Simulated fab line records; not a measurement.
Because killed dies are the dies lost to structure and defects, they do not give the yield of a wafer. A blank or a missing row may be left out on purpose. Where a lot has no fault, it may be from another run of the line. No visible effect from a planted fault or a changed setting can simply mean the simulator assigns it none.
What tool caused it? + flow berkeleyCmos170 + Sampling: 15 lots, 45 wafers, 5 of 331 route steps

== WHAT THE GAUGES READ, wafer by wafer ==
UCB170_FIELD_THK_MEAS_02.
| lot  | measured    | on           | FIELD_OXIDE_THK (nm) |
|------|-------------|--------------|----------------------|
| L883 | day 5 07:59 | filmMetro-02 | 555 566 560          |
| L887 | day 5 19:20 | filmMetro-01 | 552 545 553          |
| L885 | day 5 19:25 | filmMetro-03 | 583 566 567          |
| L888 | day 6 05:14 | filmMetro-02 | 556 543 544          |
| L889 | day 6 05:16 | filmMetro-03 | 560 559 554          |
| L890 | day 6 12:45 | filmMetro-03 | 563 572 561          |
| L892 | day 6 23:26 | filmMetro-01 | 554 555 550          |
| L894 | day 7 06:57 | filmMetro-03 | 550 558 555          |
| L893 | day 7 06:58 | filmMetro-01 | 556 556 545          |
| L900 | day 8 09:42 | filmMetro-01 | 548 549 542          |
| L896 | day 8 09:43 | filmMetro-02 | 545 551 547          |
| L901 | day 8 23:47 | filmMetro-02 | 572 574 569          |
| L903 | day 8 23:47 | filmMetro-01 | 565 558 563          |
| L904 | day 9 20:31 | filmMetro-03 | 558 549 558          |
| L906 | day 9 20:31 | filmMetro-02 | 568 568 572          |

UCB170_GATE_CD_MEAS_12 targets a cd of 350 nm.
| lot  | measured     | on       | cdNm (nm)         |
|------|--------------|----------|-------------------|
| L883 | day 6 23:40  | cdSem-01 | 351.5 351.1 352.4 |
| L887 | day 7 14:14  | cdSem-02 | 350.8 350.5 352.0 |
| L885 | day 7 13:59  | cdSem-02 | 348.8 349.3 347.6 |
| L888 | day 7 23:59  | cdSem-01 | 353.3 351.3 352.5 |
| L889 | day 8 00:24  | cdSem-02 | 350.6 351.4 349.6 |
| L890 | day 8 10:32  | cdSem-02 | 348.2 347.2 349.1 |
| L892 | day 8 20:28  | cdSem-01 | 349.5 349.8 350.4 |
| L894 | day 9 04:29  | cdSem-01 | 346.4 346.4 346.3 |
| L893 | day 9 04:46  | cdSem-02 | 349.6 353.0 351.3 |
| L900 | day 10 02:52 | cdSem-01 | 349.8 349.8 350.6 |
| L896 | day 10 03:08 | cdSem-01 | 351.3 350.2 350.6 |
| L901 | day 10 15:42 | cdSem-01 | 351.2 350.6 351.0 |
| L903 | day 10 14:50 | cdSem-01 | 350.9 351.5 350.9 |
| L904 | day 11 14:20 | cdSem-02 | 351.9 352.2 352.6 |
| L906 | day 11 13:52 | cdSem-01 | 350.9 351.3 351.3 |

UCB170_PLDD_CD_MEAS_06 targets a cd of 1200 nm.
| lot  | measured     | on       | cdNm (nm)            |
|------|--------------|----------|----------------------|
| L883 | day 7 01:24  | cdSem-02 | 1197.1 1198.1 1197.1 |
| L887 | day 7 16:51  | cdSem-01 | 1200.1 1198.8 1199.7 |
| L885 | day 7 16:52  | cdSem-02 | 1199.8 1198.7 1199.9 |
| L888 | day 8 01:52  | cdSem-01 | 1200.3 1200.0 1200.2 |
| L889 | day 8 02:08  | cdSem-01 | 1198.6 1198.0 1199.8 |
| L890 | day 8 12:14  | cdSem-01 | 1201.2 1201.6 1200.9 |
| L892 | day 8 22:24  | cdSem-01 | 1118.7 1118.8 1117.7 |
| L894 | day 9 06:07  | cdSem-01 | 1199.1 1199.5 1200.2 |
| L893 | day 9 06:26  | cdSem-01 | 1130.2 1130.9 1131.6 |
| L900 | day 10 04:41 | cdSem-01 | 1199.0 1198.5 1199.4 |
| L896 | day 10 05:08 | cdSem-01 | 1120.6 1121.9 1121.3 |
| L901 | day 10 17:42 | cdSem-02 | 1199.3 1201.0 1199.5 |
| L903 | day 10 16:43 | cdSem-01 | 1198.6 1198.6 1198.0 |
| L904 | day 11 17:51 | cdSem-02 | 1199.5 1199.7 1199.1 |
| L906 | day 11 17:34 | cdSem-02 | 1201.3 1200.9 1200.8 |

UCB170_NLDD_CD_MEAS_06 targets a cd of 1200 nm.
| lot  | measured     | on       | cdNm (nm)            |
|------|--------------|----------|----------------------|
| L883 | day 7 03:23  | cdSem-02 | 1197.9 1199.2 1198.3 |
| L887 | day 7 18:53  | cdSem-02 | 1199.0 1200.0 1199.0 |
| L885 | day 7 18:40  | cdSem-01 | 1200.5 1199.7 1202.4 |
| L888 | day 8 03:45  | cdSem-02 | 1197.3 1198.2 1197.3 |
| L889 | day 8 03:55  | cdSem-01 | 1199.5 1200.1 1199.9 |
| L890 | day 8 19:17  | cdSem-01 | 1203.2 1202.7 1203.9 |
| L892 | day 9 00:08  | cdSem-02 | 1199.5 1198.5 1199.1 |
| L894 | day 9 08:12  | cdSem-01 | 1200.6 1200.3 1198.7 |
| L893 | day 9 08:26  | cdSem-01 | 1199.1 1198.8 1197.2 |
| L900 | day 10 07:03 | cdSem-02 | 1200.8 1200.2 1202.7 |
| L896 | day 10 08:02 | cdSem-01 | 1199.4 1199.1 1199.7 |
| L901 | day 10 20:11 | cdSem-02 | 1197.8 1196.8 1198.4 |
| L903 | day 10 18:26 | cdSem-02 | 1200.4 1199.6 1198.5 |
| L904 | day 11 19:49 | cdSem-02 | 1199.8 1200.5 1199.3 |
| L906 | day 11 19:34 | cdSem-02 | 1198.9 1198.4 1198.2 |

== WHICH TOOL RAN EACH LOT (tool, then ch and the chambers of the sampled wafers, then the start) ==
| lot  | UCB170_PLDD_PEB_04               |
|------|----------------------------------|
| L883 | lithoTrack-02 ch 0, day 7 01:08  |
| L887 | lithoTrack-04 ch 0, day 7 16:35  |
| L885 | lithoTrack-03 ch 0, day 7 16:36  |
| L888 | lithoTrack-03 ch 0, day 8 01:35  |
| L889 | lithoTrack-02 ch 0, day 8 01:53  |
| L890 | lithoTrack-02 ch 0, day 8 11:59  |
| L892 | lithoTrack-02 ch 0, day 8 22:07  |
| L894 | lithoTrack-03 ch 0, day 9 05:51  |
| L893 | lithoTrack-02 ch 0, day 9 06:10  |
| L900 | lithoTrack-04 ch 0, day 10 04:25 |
| L896 | lithoTrack-02 ch 0, day 10 04:52 |
| L901 | lithoTrack-04 ch 0, day 10 17:26 |
| L903 | lithoTrack-04 ch 0, day 10 16:26 |
| L904 | lithoTrack-03 ch 0, day 11 17:00 |
| L906 | lithoTrack-03 ch 0, day 11 17:00 |
- UCB170_PLDD_PEB_04

== WHAT THE TOOLS THEMSELVES READ (means of the sampled wafers that have a number; where no wafer has one, the mark that the record gives instead) ==
UCB170_PLDD_PEB_04.
| lot  | tool          | chillPlateTempC (C) | heaterPowerTotalW (W) | plateTempC (C) |
|------|---------------|---------------------|-----------------------|----------------|
| L883 | lithoTrack-02 | 23.10               | 56.78                 | 130.01         |
| L887 | lithoTrack-04 | 22.93               | 56.80                 | 129.93         |
| L885 | lithoTrack-03 | 22.97               | 56.81                 | 130.13         |
| L888 | lithoTrack-03 | 23.01               | 56.79                 | 130.02         |
| L889 | lithoTrack-02 | 23.10               | 56.78                 | 129.93         |
| L890 | lithoTrack-02 | 22.98               | 56.84                 | 129.99         |
| L892 | lithoTrack-02 | 22.99               | 52.04                 | 121.59         |
| L894 | lithoTrack-03 | 23.11               | 56.73                 | 130.11         |
| L893 | lithoTrack-02 | 23.13               | 51.97                 | 121.45         |
| L900 | lithoTrack-04 | 22.95               | 56.79                 | 129.82         |
| L896 | lithoTrack-02 | 23.18               | 52.02                 | 121.64         |
| L901 | lithoTrack-04 | 22.99               | 56.78                 | 130.16         |
| L903 | lithoTrack-04 | 23.07               | 56.83                 | 130.09         |
| L904 | lithoTrack-03 | 22.81               | 56.83                 | 129.88         |
| L906 | lithoTrack-03 | 23.01               | 56.80                 | 130.28         |

== THE ANSWER, worked out from the rows above alone ==
Rule: the lots themselves supply what counts as usual. The widest of any qualifying gaps counts: lots, ordered by their means at a reading, are off when they make up no more than a third of the lots, leave a main group of 4 or more, and stand apart from it by 3 or more times the standard deviation of that group's means. The tables above print the reading to a certain number of digits; a main group whose means all agree to those digits is not used. Also off: a lot with no number at a reading for which 4 or more lots have one. Any other lot the step has rows for is counted as sound. After the gauges, taken in route order, come the tools' own readings; for these a lot's mean is taken, as printed above. The first step at which some lot is off is used, and at that step the reading that is off furthest; a lot without a number counts as furthest.
Off: L892, L893, L896, at UCB170_PLDD_CD_MEAS_06 (cdNm). For the main group the mean is 1199.5 nm and the standard deviation 1.
A tool fits if, at a process step before that reading, it ran every lot that is off, and no sound lot after the first of them. Not tried: the gauges at UCB170_PLDD_CD_MEAS_06; whatever is off there is also off at UCB170_PLDD_PEB_04, on other tools, and gauge error can't account for it. One candidate fits, namely lithoTrack-02 at UCB170_PLDD_PEB_04. A fault onset in the window from L890 (day 8 11:59, its last sound lot) to L892 (day 8 22:07, its first lot off) fits.
The tool's own readings at UCB170_PLDD_PEB_04 bear it out: on the lots that are off they differ by more than 5 times the standard deviation of the sound lots' means. heaterPowerTotalW reads 52.01 W there against 56.80 W on the sound lots; plateTempC reads 121.56 C there against 130.03 C on the sound lots.

== WHAT THE SIMULATOR HAD PUT IN ==
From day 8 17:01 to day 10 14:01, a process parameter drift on lithoTrack-02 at UCB170_PLDD_PEB_04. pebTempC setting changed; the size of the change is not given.
Lots struck among those shown: L892, L893, L896. Same finding as the rule above.
